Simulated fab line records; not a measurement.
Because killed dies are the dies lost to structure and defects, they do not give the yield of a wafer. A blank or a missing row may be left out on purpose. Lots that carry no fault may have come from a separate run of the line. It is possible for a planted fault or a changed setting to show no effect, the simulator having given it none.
Split-lot study ; flow rit-cmos ; 5 lots, 23 wafers read, on a route of 202 steps

## ABOUT THE SPLIT
At RIT_NSD_COAT_01 (resist thk 1000 nm), the setting resist-thk-nm was moved away from the recipe's 1000 nm on 7 of the 23 wafers read, by -5.0% to +3.8%. For the rest of the wafers, this setting stayed at what the recipe calls for.

## FROM THE SPLIT TO THE READING: what the file shows between them, 3 steps
- RIT_NSD_SOFTBAKE_02: time 60 s
- RIT_NSD_EXPOSE_03: exposes mask M9, target cd 40700 nm
- RIT_NSD_DEVELOP_05: develop time 50 s

## THE READING
NOVOLAK_of_NSD_COAT_01.thk-nm (the simulator's own value, which no gauge read), in nm, at RIT_NSD_HARDBAKE_07 (time 60 s). The file gives no usual value for it. Here, 16 wafers ran the recipe; their average is 883.9 nm with a standard deviation of 1.6 nm.

wafer;tool, chamber at the split;resist-thk-nm as run, nm;against the recipe;NOVOLAK_of_NSD_COAT_01.thk-nm, nm;against lot-mates on the recipe
L078.1;litho-track-04, 0;1000;recipe;883.4;-
L078.3;litho-track-04, 0;1038;+3.8%;917.9;+32.8
L078.4;litho-track-04, 0;1000;recipe;886.4;-
L078.5;litho-track-04, 0;1038;+3.8%;918.3;+33.2
L078.6;litho-track-04, 0;1000;recipe;885.6;-
L079.1;litho-track-01, 0;1000;recipe;884.2;-
L079.2;litho-track-01, 0;1000;recipe;884.4;-
L079.3;litho-track-01, 0;1000;recipe;884.3;-
L079.5;litho-track-01, 0;975.4;-2.5%;866.1;-18.2
L079.6;litho-track-01, 0;975.4;-2.5%;865;-19.3
L080.1;litho-track-01, 0;1000;recipe;882.7;-
L080.2;litho-track-01, 0;1000;recipe;880.2;-
L080.3;litho-track-01, 0;1000;recipe;883;-
L080.5;litho-track-01, 0;1000;recipe;881.9;-
L080.6;litho-track-01, 0;1000;recipe;882.6;-
L081.1;litho-track-03, 0;950.3;-5.0%;842.2;-41.8
L081.3;litho-track-03, 0;950.3;-5.0%;840.6;-43.4
L081.4;litho-track-03, 0;950.3;-5.0%;843.7;-40.3
L081.5;litho-track-03, 0;1000;recipe;883.8;-
L081.6;litho-track-03, 0;1000;recipe;884.2;-
L084.1;litho-track-01, 0;1000;recipe;886.1;-
L084.2;litho-track-01, 0;1000;recipe;883.5;-
L084.3;litho-track-01, 0;1000;recipe;885.9;-

THE FIT
A straight line over all 23 wafers: NOVOLAK_of_NSD_COAT_01.thk-nm changes by +8.5 nm for each +1% of resist-thk-nm; r = +1.00; the points scatter about the line by 1.7 nm.
The same after taking each lot's own level away (the mean of its wafers on the recipe; 23 wafers): +8.43 nm for each +1%; r = +1.00; scatter 1.1 nm.
That fit puts the effect of the largest move of resist-thk-nm on the reading at 42 nm.
From 882.08 to 885.17 nm: that is the span of the lots' own levels, equal to 1.9 times the standard deviation above.
So the lot-to-lot level changes the slope little: the two slopes agree.
Check: for one of the wafers moved furthest among these (-5.0%), held out of the fit, the line's prediction against its lot-mates is -41.6 nm. It came out at -41.8 nm against them.

## ADDITIONAL SPLITS CARRIED BY THESE WAFERS
Other splits were also applied to these wafers ahead of the reading. Each is held against what the fit with the lots' levels taken away leaves over:
other split on the same wafers;wafers away from the commonest value;r with NOVOLAK_of_NSD_COAT_01.thk-nm (lot level and that fit taken away)
RIT_ACTIVE_OXIDATION_01 ox-time-s;15;-0.12
RIT_ACTIVE_COAT_06 spin-rpm;9;-0.30
RIT_FOX2_OXIDATION_00 ox-time-s;10;+0.19
RIT_PRETRO_IMPLANT_08 energy-kev;9;+0.04
RIT_GATE_CVD_08 pressure-mtorr;10;-0.12
RIT_GATE_DEVELOP_15 develop-time-s;6;+0.17
RIT_REOX_OXIDATION_03 ox-time-s;15;+0.05
RIT_NLDD_COAT_01 spin-rpm;9;+0.10
RIT_PLDD_COAT_01 spin-rpm;5;-0.23

## THE WHOLE CHAIN: every reading that the file lists as answering this split, in the file's order
step;what it does;reading;change (the file's fit);r (the file's)
RIT_NSD_COAT_01;resist thk 1000 nm;NOVOLAK_of_NSD_COAT_01.thk-nm (the simulator's own value, which no gauge read);+9.59 nm for each +1% of the setting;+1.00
RIT_NSD_HARDBAKE_07;time 60 s;NOVOLAK_of_NSD_COAT_01.thk-nm (the simulator's own value, which no gauge read);+8.39 nm for each +1% of the setting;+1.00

## FILE'S OWN FIT
NOVOLAK_of_NSD_COAT_01.thk-nm changes by +8.39 nm for each +1% of resist-thk-nm, r = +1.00.
